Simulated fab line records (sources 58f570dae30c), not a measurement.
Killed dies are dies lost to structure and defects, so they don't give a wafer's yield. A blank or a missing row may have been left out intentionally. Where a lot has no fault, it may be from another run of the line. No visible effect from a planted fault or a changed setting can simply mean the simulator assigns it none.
Which tool is to blame? -- flow berkeley-cmos170 -- 6 lots, 18 wafers sampled, at 2 steps of a route of 331

WHAT EACH GAUGE READ, for each wafer
UCB170_M1_RS_MEAS_01: a four-point-probe measurement.
lot,measured,on,M1_AL_RS (ohm/sq)
L993,day 9 09:53,film-metro-03,0.0476 0.0482 0.0476
L995,day 10 03:31,film-metro-01,0.0484 0.0494 0.0484
L996,day 10 23:19,film-metro-01,0.0443 0.0486 0.0484
L102,day 11 15:32,film-metro-01,0.0474 0.0474 0.0476
L105,day 12 04:24,film-metro-04,0.0490 0.0493 0.0489
L114,day 13 16:35,film-metro-04,0.0486 0.0484 0.0476

WHAT TOOL EACH LOT RAN ON (gives the tool, then ch and the chambers of the sampled wafers, and finally the start)
lot,UCB170_M1_SPUTTER_00
L993,"pvd-sputter-03, day 9 09:49"
L995,"pvd-sputter-02, day 10 03:26"
L996,"pvd-sputter-02, day 10 23:16"
L102,"pvd-sputter-03, day 11 15:26"
L105,"pvd-sputter-04, day 12 04:20"
L114,"pvd-sputter-04, day 13 16:32"
- UCB170_M1_SPUTTER_00: material Al, target thk 600 nm, time 80 s.

THE ANSWER, worked out from the rows above alone
Rule: usual is defined by the lots themselves. The widest of any qualifying gaps counts: lots, ordered by their means at a reading, are off when they make up no more than a third of the lots, leave a main group of 4 or more, and stand apart from it by 3 or more times the standard deviation of that group's means. If all means in a main group match to the digits the tables above print for the reading, that group is not used. Also off: a lot with no number at a reading for which 4 or more lots have one. Any other lot the step has rows for is counted as sound.
Across all readings shown, no lot is off: no conclusion can be drawn from this.

WHAT WAS PUT IN BY THE SIMULATOR
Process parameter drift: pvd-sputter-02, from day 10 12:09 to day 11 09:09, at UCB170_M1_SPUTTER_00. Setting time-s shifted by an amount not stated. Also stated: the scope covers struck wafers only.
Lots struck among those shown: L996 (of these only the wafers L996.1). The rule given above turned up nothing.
